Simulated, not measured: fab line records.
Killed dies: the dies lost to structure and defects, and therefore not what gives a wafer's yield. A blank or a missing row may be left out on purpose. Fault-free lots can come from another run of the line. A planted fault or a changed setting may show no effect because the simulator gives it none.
Which tool was responsible? + flow rit cmos + 7 lots, 21 wafers sampled, at 2 steps of a route of 202

WHAT EACH GAUGE READ, for each wafer
RIT_SPACER_THK_MEAS_04.
| lot  | measured    | on            | SPACER_NITRIDE_THK (nm) |
|------|-------------|---------------|-------------------------|
| L845 | day 3 15:01 | film metro-01 | 247.7 247.0 249.4       |
| L846 | day 3 21:26 | film metro-01 | 252.5 251.9 251.4       |
| L848 | day 4 07:37 | film metro-02 | 264.4 265.3 264.3       |
| L850 | day 4 15:47 | film metro-01 | 257.4 256.4 257.4       |
| L859 | day 6 09:59 | film metro-01 | 251.2 251.6 252.4       |
| L864 | day 7 11:41 | film metro-04 | 244.2 246.6 246.8       |
| L866 | day 7 22:06 | film metro-02 | 250.9 249.8 249.4       |

WHICH TOOL RAN EACH LOT (tool, then ch and the chambers of the sampled wafers, then the start)
| lot  | RIT_SPACER_CVD_03          |
|------|----------------------------|
| L845 | lpcvd-02 ch 1, day 3 13:04 |
| L846 | lpcvd-01 ch 0, day 3 19:31 |
| L848 | lpcvd-02 ch 0, day 4 04:43 |
| L850 | lpcvd-02 ch 1, day 4 13:50 |
| L859 | lpcvd-01 ch 1, day 6 08:04 |
| L864 | lpcvd-02 ch 1, day 7 09:44 |
| L866 | lpcvd-02 ch 0, day 7 20:11 |
- RIT_SPACER_CVD_03: deposits Si3N4 from SiH2Cl2/NH3, target thk 250 nm, time 3300 s.

THE ANSWER, worked out from the rows above alone
Rule: what is usual is taken from the lots themselves. The widest of any qualifying gaps counts: lots, ordered by their means at a reading, are off when they make up no more than a third of the lots, leave a main group of 4 or more, and stand apart from it by 3 or more times the standard deviation of that group's means. A main group whose means are all the same, to the digits that the tables above print for the reading, isn't used. A lot without any number at a reading at which 4 lots or more have one is off too. Any other lot the step has rows for is counted as sound.
No lot is off at any reading shown: from this, nothing can be told.

WHAT THE SIMULATOR HAD INSERTED
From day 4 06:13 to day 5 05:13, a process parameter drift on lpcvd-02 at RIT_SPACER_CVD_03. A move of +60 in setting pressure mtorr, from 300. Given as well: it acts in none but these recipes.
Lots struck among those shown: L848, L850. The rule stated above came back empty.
